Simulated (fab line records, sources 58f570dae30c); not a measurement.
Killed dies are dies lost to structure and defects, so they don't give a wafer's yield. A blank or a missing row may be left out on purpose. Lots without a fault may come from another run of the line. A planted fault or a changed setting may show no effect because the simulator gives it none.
fab line records | flow berkeley_cmos170
record lots=14 wafers=42 last_day=12
route steps=331 shown V2@306
lots that met no fault: from a run of the same line without faults
start_h: hours from the record's first day to the start of the lot's first wafer shown | wait_h: hours since the lot's step before | " the same as in the row above | L1.1+2: a row that stands for several wafers | - no value, or no start given | * or withheld: withheld | < > ~ a bound
route shown NAME@n: a module of which the file shows steps, and the number in the route of the first | usual: mean/standard deviation of fault-free wafers | same: alike in all rows | chamber/n: place in a boat | sites: the reading at each site | _std_site: their standard deviation | _edge_site: outer sites' mean less inner sites' | radius_mm: how far each site lies from the wafer's centre | mask NAME#n: copy n | behind: the tool/chamber that last shaped the wafer | hold: why the lot was held/for how many hours/how that ended | device: the transistor (n, p or np) that didn't switch | end of line: the same wafers' tests at the end of the route | a step without rows: its recipe alone | killed: dies lost to structure and defects at the first sort, not the wafer's yield | map: a wafer's dies, x killed, . not, _ none there
set.NAME: the setting as run; set.NAME@STEP: as run at that earlier step | model.NAME: the simulator's own value behind a step, which no gauge read
steps of the route over a sample of lots; a table a step, a row a wafer
services: from which hour (start_h, from the record's first day; less than 0 if before it) a tool's chamber was out of use, for how many hours, and why
## steps
# step UCB170_V2_ETCH_14
# recipe chemistry=CHF3/CF4/Ar target=SiO2 stop_on=Al CHF3_flow_sccm=45 cf4_flow_sccm=15 Ar_flow_sccm=150 pressure_mtorr=200 rf_w=700 target_depth_a=12500 over_etch_frac=0.25 time_s=291
# usual drypump_motor_current_A=5.8/0.49 oes_product_au=0.878/0.013 rf_fwd_power_W=698.2/2.3 throttle_valve_pct=6.94/0.11
# columns lot.wafer tool chamber start_h wait_h drypump_motor_current_A oes_product_au rf_fwd_power_W rf_hours_counter_h throttle_valve_pct
L882.2 rie_diel-04 0 181.15 0.0 5.5 0.865 697.0 3 6.86
L882.3 " 3 " " 6.0 0.897 695.5 59 7.00
L882.6 " 1 " " 5.7 0.890 699.9 - 6.90
L883.3 rie_diel-02 3 191.61 0.0 6.0 0.869 696.4 79 6.98
L883.4 " 1 " " 5.8 0.879 699.5 38 6.71
L883.6 " 3 " " 6.0 0.874 694.6 - 6.98
L886.1 rie_diel-04 0 210.46 0.0 5.5 0.861 696.5 4 6.85
L886.2 " 1 " " 5.7 0.893 696.5 3 6.90
L886.5 " 1 " " 5.6 0.891 698.1 - 6.89
L885.3 rie_diel-01 1 210.81 0.0 5.0 0.879 697.1 144 6.98
L885.5 " 1 " " 5.0 0.878 698.4 - 6.97
L885.6 " 2 " " 5.1 0.854 700.5 - 6.98
L887.1 rie_diel-02 1 210.93 0.0 5.8 0.864 700.1 39 6.69
L887.2 " 3 " " 6.0 0.873 699.7 80 6.99
L887.4 " 1 " " 5.8 0.879 700.1 - 6.71
L889.1 rie_diel-02 3 217.52 0.0 6.0 0.858 700.0 81 6.98
L889.2 " 2 " " 6.5 0.900 702.4 0 7.10
L889.4 " 1 " " 5.8 0.884 699.1 39 6.71
L893.1 rie_diel-02 2 243.86 0.0 6.5 0.871 700.0 2 7.09
L893.2 " 1 " " 5.8 0.842 701.0 41 6.70
L893.5 " 0 " " 5.9 0.852 698.3 - 6.85
L896.1 rie_diel-04 3 252.79 0.0 6.0 0.898 701.7 62 6.97
L896.5 " 0 " " 5.5 0.854 698.1 - 6.85
L896.6 " 3 " " 6.0 0.897 696.1 - 6.98
L895.1 rie_diel-02 2 265.15 0.0 6.5 0.873 696.1 3 7.09
L895.4 " 3 " " 6.0 0.861 693.6 83 6.98
L895.5 " 2 " " 6.5 0.872 701.6 - 7.11
L897.1 rie_diel-04 1 266.62 0.0 5.7 0.900 697.9 6 6.90
L897.5 " 0 " " 5.5 0.860 699.9 - 6.88
L897.6 " 3 " " 6.0 0.900 698.1 - 6.98
L898.1 rie_diel-01 3 267.10 0.0 6.3 0.877 697.3 122 6.95
L898.2 " 1 " " 5.0 0.863 696.4 2 6.97
L898.4 " 0 " " 6.5 0.881 699.7 98 7.11
L904.2 rie_diel-01 1 283.16 0.0 4.9 0.864 699.4 3 6.96
L904.4 " 3 " " 6.3 0.880 698.7 123 6.95
L904.5 " 0 " " 6.5 0.871 697.9 - 7.11
L902.1 rie_diel-01 0 285.60 0.0 6.4 0.879 695.6 99 7.11
L902.2 " 3 " " 6.3 0.876 699.7 124 6.96
L902.4 " 2 " " 5.1 0.856 698.3 73 6.97
L903.1 rie_diel-01 0 288.66 0.0 6.5 0.889 700.6 99 7.13
L903.2 " 1 " " 5.0 0.877 695.7 3 6.95
L903.5 " 2 " " 5.1 0.861 700.4 - 6.98
# step UCB170_V2_STRIP_15
# recipe chemistry=O2 power_w=400 pressure_mtorr=3500 platen_temp_c=withheld o2_flow_sccm=400 overash_fraction=0.5
# usual drypump_motor_current_A=6.00/0.25 oes_product_au=0.722/0.0049 strip_time_to_endpoint_s=15.35/0.13
# columns lot.wafer tool chamber start_h wait_h drypump_motor_current_A oes_product_au rf_hours_counter_h strip_time_to_endpoint_s
L882.2 plasma_asher-01 0 181.32 0.1 5.90 0.737 6 15.27
L882.3 " 0 " " 5.90 0.722 - 15.48
L882.6 " 0 " " 5.90 0.726 - 15.35
L883.3 plasma_asher-04 1 191.82 0.1 5.74 0.725 - 15.15
L883.4 " 0 " " 6.30 0.715 - 15.47
L883.6 " 0 " " 6.28 0.717 - 15.13
L886.1 plasma_asher-01 1 210.73 0.2 6.03 0.718 9 15.35
L886.2 " 0 " " 5.90 0.720 9 15.35
L886.5 " 0 " " 5.88 0.720 - 15.46
L885.3 plasma_asher-02 0 211.02 0.1 5.67 0.713 - 15.16
L885.5 " 0 " " 5.68 0.724 - 15.20
L885.6 " 1 " " 6.48 0.728 - 15.52
L887.1 plasma_asher-01 0 211.10 0.1 5.92 0.716 10 15.45
L887.2 " 1 " " 6.01 0.717 10 15.08
L887.4 " 0 " " 5.90 0.715 - 15.41
L889.1 plasma_asher-01 0 217.69 0.1 5.86 0.713 11 15.19
L889.2 " 1 " " 6.04 0.723 11 15.46
L889.4 " 1 " " 5.97 0.729 - 15.46
L893.1 plasma_asher-01 0 244.04 0.1 5.90 0.724 13 16.82
L893.2 " 1 " " 6.01 0.719 13 16.90
L893.5 " 0 " " 5.90 0.721 - 16.85
L896.1 plasma_asher-01 1 252.96 0.1 5.99 0.735 15 15.30
L896.5 " 1 " " 5.97 0.723 - 15.09
L896.6 " 0 " " 5.88 0.716 - 15.32
L895.1 plasma_asher-02 0 265.33 0.1 5.67 0.723 54 17.06
L895.4 " 1 " " 6.50 0.719 - 16.74
L895.5 " 0 " " 5.68 0.730 - 16.80
L897.1 plasma_asher-04 0 266.79 0.1 6.31 0.723 49 15.34
L897.5 " 0 " " 6.30 0.722 - 15.20
L897.6 " 1 " " 5.76 0.723 - 15.47
L898.1 plasma_asher-01 0 267.28 0.1 5.88 0.717 16 15.39
L898.2 " 1 " " 5.99 0.720 16 15.37
L898.4 " 1 " " 5.99 0.720 - 15.20
L904.2 plasma_asher-01 1 283.34 0.1 5.99 0.728 19 15.38
L904.4 " 1 " " 6.02 0.728 - 15.48
L904.5 " 1 " " 6.02 0.720 - 15.26
L902.1 plasma_asher-01 0 285.78 0.1 5.90 0.728 19 15.23
L902.2 " 1 " " 6.06 0.717 19 15.42
L902.4 " 0 " " 5.90 0.724 - 15.53
L903.1 plasma_asher-04 0 288.84 0.1 6.28 0.727 52 15.26
L903.2 " 1 " " 5.75 0.729 52 15.35
L903.5 " 0 " " 6.30 0.723 - 15.44
## services
# columns tool chamber start_h hours kind
rie_diel-02 - 167.71 0.4 repair
rie_diel-01 3 167.98 15.8 repair
plasma_asher-04 - 184.38 2.9 repair
rie_diel-02 - 193.40 4.3 pm
rie_diel-01 - 194.32 0.2 repair
rie_diel-02 2 197.73 - clean
rie_diel-02 2 197.73 17.6 scheduled_down
rie_diel-02 2 197.73 17.6 vent_cycle
rie_diel-04 2 204.01 - clean
rie_diel-04 2 204.01 22.2 scheduled_down
rie_diel-04 2 204.01 22.2 vent_cycle
plasma_asher-01 - 207.41 2.8 pm
rie_diel-04 3 210.00 3.5 repair
rie_diel-01 1 216.42 - clean
rie_diel-01 1 216.42 17.9 scheduled_down
rie_diel-01 1 216.42 17.9 vent_cycle
rie_diel-04 - 238.55 2.8 pm
plasma_asher-04 - 284.63 1.3 repair
## key
first_sign step=UCB170_V2_STRIP_15 reading=strip_time_to_endpoint_s direction=up sigmas=12 usual=* struck=*
effect none on later readings
met_at UCB170_V2_ETCH_14
struck_lots L893,L895
later_rows_left_out L893.1,L893.2,L893.5,L895.1,L895.4,L895.5
sort_left_out L893.1,L893.2,L893.5,L895.1,L895.4,L895.5
onset_between 217.52 243.86
fault kind=process_parameter_drift tool=rie_diel-02 chamber=- onset_h=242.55 steps=UCB170_V2_ETCH_14 channel=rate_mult offset=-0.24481 shape=step end_h=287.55
# sort_left_out: the simulated sort isn't trusted on such a fault, so these wafers' sort isn't shown, and their yield isn't known
# later_rows_left_out: the simulator's readings of these wafers behind a module that went badly wrong aren't trusted and aren't shown, but for the sort
